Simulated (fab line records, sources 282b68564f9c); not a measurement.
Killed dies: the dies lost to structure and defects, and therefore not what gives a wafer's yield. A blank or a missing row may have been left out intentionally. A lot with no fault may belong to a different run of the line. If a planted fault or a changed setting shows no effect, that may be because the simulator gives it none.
Struck lot and sound lot, side by side -- flow rit_cmos -- 17 out of 202 route steps
Sound: wafers L583.1, L583.3, L583.4. Wafers L592.4, L592.5, L592.6 were the ones struck. The cause is given at the end.
Order at every step that has rows: each side's tool, ch and its chambers, its first start. Under that, the readings that differ: sound wafers -- struck wafers -- difference of the means -- sigmas: that difference in standard deviations of wafers without a fault.
alike: a reading whose means differ by less than 2 such deviations, as well as words and numbers matching on both sides. not compared: withheld readings; readings where some wafer has no value; bounds like >300 that might hide an equal value; numbers whose values overlap and for which the record gives no deviation.
Wherever a step has rows on one side only, a row that says differs or no value, or a row with sigmas, the two part there. When numbers do not overlap yet have no deviation, they are printed without sigmas and do not part them. A reading that every wafer of one side lacks parts them only if that side has two wafers or more.

RIT_PWELL_TW_MEAS_10:
  struck on film_metro-02, day 4 00:04; sound on film_metro-01, day 2 02:38
  alike: PWELL_TW
then, 1 step without rows for these wafers: RIT_WELLDRIVE_ANNEAL_00 (time 14700 s).
RIT_WELLDRIVE_RS_MEAS_01: measures by four-point-probe.
  struck on film_metro-02, day 4 05:28; sound on film_metro-02, day 2 07:47
  alike: NWELL_RS
RIT_WELLDRIVE_RS_MEAS_02: measures by four-point-probe.
  struck on film_metro-02, day 4 05:35; sound on film_metro-02, day 2 07:54
  alike: PWELL_RS
then, 6 steps without rows for these wafers: RIT_NRETRO_HMDS_00 (prime time 60 s); RIT_NRETRO_COAT_01 (resist thk 1300 nm); RIT_NRETRO_SOFTBAKE_02 (time 60 s); RIT_NRETRO_EXPOSE_03 (exposes mask M4, target cd 43900 nm); RIT_NRETRO_PEB_04; RIT_NRETRO_DEVELOP_05 (develop time 68 s).
RIT_NRETRO_OVL_MEAS_06:
  struck on overlay-02, day 4 06:40; sound on overlay-01, day 2 09:03
  alike: NRETRO_OVL
then, 1 step without rows for these wafers: RIT_NRETRO_HARDBAKE_07 (time 120 s).
RIT_NRETRO_IMPLANT_08:
  sound on implanter-04 ch 0, day 2 09:20; struck on implanter-01 ch 0, day 4 07:00
reading,sound,struck,difference,sigmas
dose_ions_cm2,1.0022e+13 1.0006e+13 1.0005e+13,8.306e+12 8.317e+12 8.308e+12,-1.701e+12,-99 or more
faraday_current_uA,30.6 32.6 32.2,25.5 27.5 25.8,-5.5,-9
RIT_NRETRO_STRIP_09: strips in O2, time 180 s.
  sound on plasma_asher-04 ch 0,1, day 2 09:29; struck on plasma_asher-01 ch 0,1, day 4 07:08
  alike: drypump_motor_current_A
  not compared: rf_hours_counter_h
RIT_NRETRO_TW_MEAS_10:
  struck on film_metro-03, day 4 07:17; sound on film_metro-03, day 2 09:40
reading,sound,struck,difference,sigmas
NRETRO_TW,1055 1056 1055,999 1000 997,-57,-6
then, 1 step without rows for these wafers: RIT_PRETRO_HMDS_00 (prime time 60 s).
RIT_M1_PROBE_99:
  struck on prober-01, day 5 14:14; sound on prober-02, day 3 15:20
reading,sound,struck,difference,sigmas
killed_at_contacts,0 0 0,0 0 1,+0,+2
  alike: killed_at_front_end, killed_dies, killed_open, killed_short
  not compared: model.etest.pmos_narrow.drive_ua_um, model.etest.pmos_0p3.drive_ua_um, model.etest.well_edge_left.line_ohm_um, model.etest.well_edge_right.line_ohm_um, model.etest.pmos_0p15.off_log10_a_um, model.etest.retro_edge_pmos.off_log10_a_um, model.etest.pmos_narrow.off_log10_a_um, model.etest.pmos_0p3.off_log10_a_um

## WHERE THEY PART
At RIT_NRETRO_IMPLANT_08 first; at RIT_M1_PROBE_99 last (within this record only).

WHY: what the simulator had put in
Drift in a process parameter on implanter-01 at RIT_NRETRO_IMPLANT_08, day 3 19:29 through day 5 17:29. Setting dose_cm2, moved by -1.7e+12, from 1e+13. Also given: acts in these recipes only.
